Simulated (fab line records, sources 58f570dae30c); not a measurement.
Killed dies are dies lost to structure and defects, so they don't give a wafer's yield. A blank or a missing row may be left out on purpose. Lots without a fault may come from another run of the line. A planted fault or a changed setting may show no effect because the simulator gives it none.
Which tool did it? | flow berkeley_cmos170 | 14 lots, 42 wafers sampled, at 5 steps of a route of 331

WHAT THE GAUGES READ, wafer by wafer
UCB170_ACTIVE_THK_MEAS_03.
lot  | measured    | on            | ACTIVE_OXIDE_THK (nm)
L464 | day 4 09:59 | film_metro-03 | 25.9 26.1 26.0
L465 | day 4 10:00 | film_metro-02 | 26.0 25.7 26.1
L466 | day 5 09:46 | film_metro-03 | 26.8 26.5 26.7
L468 | day 5 12:47 | film_metro-01 | 26.4 26.3 26.5
L467 | day 5 12:49 | film_metro-02 | 26.4 26.6 26.8
L469 | day 5 12:49 | film_metro-03 | 26.5 26.4 26.3
L471 | day 5 12:52 | film_metro-01 | 26.9 26.9 27.0
L472 | day 6 00:39 | film_metro-03 | 26.1 25.9 26.1
L473 | day 6 22:26 | film_metro-02 | 25.8 26.4 25.8
L477 | day 6 22:28 | film_metro-01 | 26.6 26.3 26.1
L478 | day 7 06:01 | film_metro-01 | 26.5 26.6 26.9
L479 | day 7 12:38 | film_metro-03 | 26.9 26.8 26.6
L482 | day 8 07:58 | film_metro-02 | 27.1 26.8 27.0
L483 | day 8 15:23 | film_metro-02 | 26.1 25.7 26.2

UCB170_PFIELD_TW_MEAS_09.
lot  | measured    | on            | PFIELD_TW
L464 | day 5 00:22 | film_metro-02 | 605 607 602
L465 | day 5 00:23 | film_metro-04 | 601 602 600
L466 | day 5 23:30 | film_metro-01 | 603 606 604
L468 | day 5 23:18 | film_metro-02 | 601 602 606
L467 | day 5 23:52 | film_metro-04 | 605 603 602
L469 | day 6 00:29 | film_metro-04 | 601 599 602
L471 | day 6 00:11 | film_metro-02 | 606 606 605
L472 | day 6 12:19 | film_metro-01 | 597 599 603
L473 | day 7 14:26 | film_metro-01 | 608 607 604
L477 | day 7 14:44 | film_metro-02 | 593 592 593
L478 | day 7 16:49 | film_metro-04 | 599 600 597
L479 | day 7 21:56 | film_metro-02 | 594 592 594
L482 | day 8 19:22 | film_metro-01 | 609 607 604
L483 | day 9 09:59 | film_metro-04 | 606 607 605

UCB170_FIELD_THK_MEAS_02.
lot  | measured    | on            | FIELD_OXIDE_THK (nm)
L464 | day 5 06:14 | film_metro-03 | 567 571 573
L465 | day 5 06:15 | film_metro-02 | 558 565 565
L466 | day 6 05:53 | film_metro-03 | 567 572 571
L468 | day 6 05:53 | film_metro-04 | 568 572 572
L467 | day 6 05:55 | film_metro-02 | 562 562 565
L469 | day 6 05:58 | film_metro-02 | 565 558 560
L471 | day 6 05:58 | film_metro-04 | 565 570 577
L472 | day 6 20:51 | film_metro-04 | 573 566 566
L473 | day 7 22:23 | film_metro-02 | 574 564 574
L477 | day 7 22:20 | film_metro-02 | 567 565 567
L478 | day 7 22:20 | film_metro-04 | 548 561 551
L479 | day 8 05:17 | film_metro-02 | 559 564 548
L482 | day 9 05:11 | film_metro-03 | 572 568 570
L483 | day 9 15:45 | film_metro-04 | 571 568 565

WHICH TOOL RAN EACH LOT (tool, then ch and the chambers of the sampled wafers, then the start)
lot  | UCB170_PFIELD_IMPLANT_07       | UCB170_PFIELD_STRIP_08
L464 | implanter-03 ch 0, day 5 00:07 | plasma_asher-02 ch 0,1, day 5 00:16
L465 | implanter-04 ch 0, day 5 00:08 | plasma_asher-01 ch 0,1, day 5 00:16
L466 | implanter-01 ch 0, day 5 23:15 | plasma_asher-04 ch 0,1, day 5 23:24
L468 | implanter-04 ch 0, day 5 23:03 | plasma_asher-02 ch 0,1, day 5 23:12
L467 | implanter-03 ch 0, day 5 23:39 | plasma_asher-01 ch 0,1, day 5 23:47
L469 | implanter-04 ch 0, day 6 00:16 | plasma_asher-04 ch 0,1, day 6 00:24
L471 | implanter-01 ch 0, day 5 23:57 | plasma_asher-04 ch 0,1, day 6 00:04
L472 | implanter-03 ch 0, day 6 12:05 | plasma_asher-01 ch 0,1, day 6 12:13
L473 | implanter-01 ch 0, day 7 14:11 | plasma_asher-02 ch 0,1, day 7 14:20
L477 | implanter-03 ch 0, day 7 14:31 | plasma_asher-01 ch 0,1, day 7 14:39
L478 | implanter-04 ch 0, day 7 16:35 | plasma_asher-01 ch 0, day 7 16:42
L479 | implanter-03 ch 0, day 7 21:41 | plasma_asher-01 ch 0,1, day 7 21:49
L482 | implanter-04 ch 0, day 8 19:07 | plasma_asher-02 ch 0,1, day 8 19:15
L483 | implanter-01 ch 0, day 9 09:44 | plasma_asher-04 ch 0,1, day 9 09:53
- UCB170_PFIELD_IMPLANT_07
- UCB170_PFIELD_STRIP_08: strips in O2.

WHAT THE TOOLS THEMSELVES READ (means of the sampled wafers that have a number; where no wafer has one, the mark that the record gives instead)
UCB170_PFIELD_IMPLANT_07.
lot  | tool         | tilt_deg (degrees)
L464 | implanter-03 | 7.001
L465 | implanter-04 | 7.010
L466 | implanter-01 | 7.003
L468 | implanter-04 | 6.961
L467 | implanter-03 | 7.011
L469 | implanter-04 | 7.011
L471 | implanter-01 | 7.006
L472 | implanter-03 | 7.039
L473 | implanter-01 | 6.986
L477 | implanter-03 | 2.585
L478 | implanter-04 | 6.993
L479 | implanter-03 | 2.541
L482 | implanter-04 | 6.985
L483 | implanter-01 | 7.004

UCB170_PFIELD_STRIP_08.
lot  | tool            | drypump_motor_current_A (A) | oes_product_au (a.u.) | strip_time_to_endpoint_s (s)
L464 | plasma_asher-02 | 5.9                         | 0.731                 | 21.62
L465 | plasma_asher-01 | 5.2                         | 0.731                 | 21.56
L466 | plasma_asher-04 | 5.4                         | 0.732                 | 21.63
L468 | plasma_asher-02 | 5.4                         | 0.735                 | 21.48
L467 | plasma_asher-01 | 5.4                         | 0.734                 | 21.61
L469 | plasma_asher-04 | 5.4                         | 0.735                 | 21.74
L471 | plasma_asher-04 | 5.4                         | 0.740                 | 21.67
L472 | plasma_asher-01 | 5.2                         | 0.734                 | 21.74
L473 | plasma_asher-02 | 5.4                         | 0.739                 | 21.61
L477 | plasma_asher-01 | 5.4                         | 0.736                 | 21.59
L478 | plasma_asher-01 | 5.6                         | 0.733                 | 21.61
L479 | plasma_asher-01 | 5.4                         | 0.734                 | 21.71
L482 | plasma_asher-02 | 6.0                         | 0.733                 | 21.72
L483 | plasma_asher-04 | 5.4                         | 0.735                 | 21.69

THE ANSWER, worked out from the rows above alone
Rule: what is usual is taken from the lots themselves. Put in order of their means at a reading, lots are off if they are a third of the lots or fewer, leave a main group of 4 or more, and stand apart from it by a gap of 3 or more times the standard deviation of the main group's means; of several such gaps the widest counts. A main group whose means are all the same, to the digits that the tables above print for the reading, isn't used. A lot without any number at a reading at which 4 lots or more have one is off too. The other lots that the step has rows for count as sound. The gauges are gone through in route order, then the tools' own readings, and for those a lot's mean is taken as printed above. The first step at which some lot is off is used, and at that step the reading that is off furthest; a lot without a number counts as furthest.
Off: L477, L479, at UCB170_PFIELD_IMPLANT_07 (tilt_deg). The main group: mean 7.001 degrees, standard deviation 0.018.
A tool fits if, at that step or a process step before it, it ran every lot that is off, and no sound lot after the first of them. One fits: implanter-03 at UCB170_PFIELD_IMPLANT_07. Its last sound lot is L472 (day 6 12:05), its first lot that is off L477 (day 7 14:31): a fault that began between those two fits.
The tool's own readings at UCB170_PFIELD_IMPLANT_07 bear it out: on the lots that are off they differ by more than 5 times the standard deviation of the sound lots' means. tilt_deg reads 2.563 degrees there against 7.001 degrees on the sound lots.

WHAT THE SIMULATOR HAD PUT IN
Process parameter drift: implanter-03, from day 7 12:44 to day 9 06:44, at UCB170_PFIELD_IMPLANT_07. Setting tilt_deg, moved by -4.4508, from 7. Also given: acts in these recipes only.
Lots struck among those shown: L477, L479. The rule above found the same.
